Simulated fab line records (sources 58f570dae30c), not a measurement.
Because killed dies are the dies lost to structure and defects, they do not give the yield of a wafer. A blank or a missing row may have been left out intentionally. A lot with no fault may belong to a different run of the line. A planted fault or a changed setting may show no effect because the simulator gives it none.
A struck lot beside a sound one :: flow berkeleyCmos170 :: 17 steps out of a route of 331
Sound: these wafers, L969.2, L969.3, L969.4. Struck: wafers L966.1, L966.3, L966.6. The cause comes at the end.
For every step that has rows: the tool of each side, followed by ch and its chambers, followed by its first start. Under that, the readings that differ: sound wafers :: struck wafers :: difference of the means :: sigmas: that difference in standard deviations of wafers without a fault.
alike: words and numbers the same on both sides, and readings whose means are apart by under 2 such deviations; not compared: readings that were withheld, readings missing a value for some wafer, numbers with overlapping values and no deviation given by the record, and bounds like >300 which may hide the same value.
The two part at a step that has a row with sigmas, a row that says differs or no value, or rows on one side only. Numbers that don't overlap but have no deviation are shown without sigmas and don't part them. A reading missing from all wafers of one side parts the sides only when that side holds two or more wafers.

first, 1 step without rows for these wafers: UCB170_PLDD_DEVELOP_05 (develop time 45 s).
UCB170_PLDD_CD_MEAS_06: the cd target is 1200 nm.
  sound on cdSem-01, day 10 05:41; struck on cdSem-01, day 10 06:08
reading: cdNm (nm)
sound: 1200.6 1201.2 1202.1
struck: 1196.4 1197.7 1197.8
difference: -4.0
sigmas: -3
UCB170_PLDD_OVL_MEAS_07:
  sound on overlay-02, day 10 05:47; struck on overlay-02, day 10 06:15
  alike: PLDD_OVL
then, 2 steps without rows for these wafers: UCB170_PLDD_IMPLANT_08; UCB170_PLDD_IMPLANT_09.
UCB170_PLDD_STRIP_10: strips in O2.
  sound on plasmaAsher-04 ch 0,1, day 10 06:07; struck on plasmaAsher-04 ch 0,1, day 10 06:35
  alike: drypumpMotorCurrentA, oesProductAu, stripTimeToEndpointS
  not compared: rfHoursCounterH
UCB170_PLDD_TW_MEAS_11:
  sound on filmMetro-01, day 10 06:14; struck on filmMetro-01, day 10 06:41
  alike: PLDD_TW
then, 5 steps without rows for these wafers: UCB170_PLDD_CLEAN_12 (cleans in SPM, time 600 s); UCB170_NLDD_HMDS_00 (prime time 60 s); UCB170_NLDD_COAT_01 (resist thk 900 nm); UCB170_NLDD_SOFTBAKE_02 (time 60 s); UCB170_NLDD_EXPOSE_03 (exposes mask NSELECT, target cd 1200 nm).
UCB170_NLDD_PEB_04:
  sound on lithoTrack-01 ch 0, day 10 07:26; struck on lithoTrack-03 ch 0, day 10 07:53
reading: heaterPowerTotalW (W)
sound: 56.73 56.71 56.79
struck: 70.77 70.63 70.52
difference: +13.90
sigmas: +99 or more
  alike: chillPlateTempC
then, 1 step without rows for these wafers: UCB170_NLDD_DEVELOP_05 (develop time 45 s).
UCB170_NLDD_CD_MEAS_06: the cd target is 1200 nm.
  sound on cdSem-01, day 10 07:42; struck on cdSem-01, day 10 08:10
reading: cdNm (nm)
sound: 1200.5 1200.9 1201.6
struck: 1147.6 1147.9 1147.0
difference: -53.5
sigmas: -41
UCB170_NLDD_OVL_MEAS_07:
  sound on overlay-01, day 10 07:48; struck on overlay-02, day 10 08:17
  alike: NLDD_OVL
UCB170_M3_PROBE_99:
  the record holds rows for the sound wafers here (prober-01, day 11 17:45) but none for the struck ones

== WHERE THEY PART ==
Earliest at UCB170_PLDD_CD_MEAS_06; latest, in this record, at UCB170_M3_PROBE_99.

WHY: what the simulator had put in
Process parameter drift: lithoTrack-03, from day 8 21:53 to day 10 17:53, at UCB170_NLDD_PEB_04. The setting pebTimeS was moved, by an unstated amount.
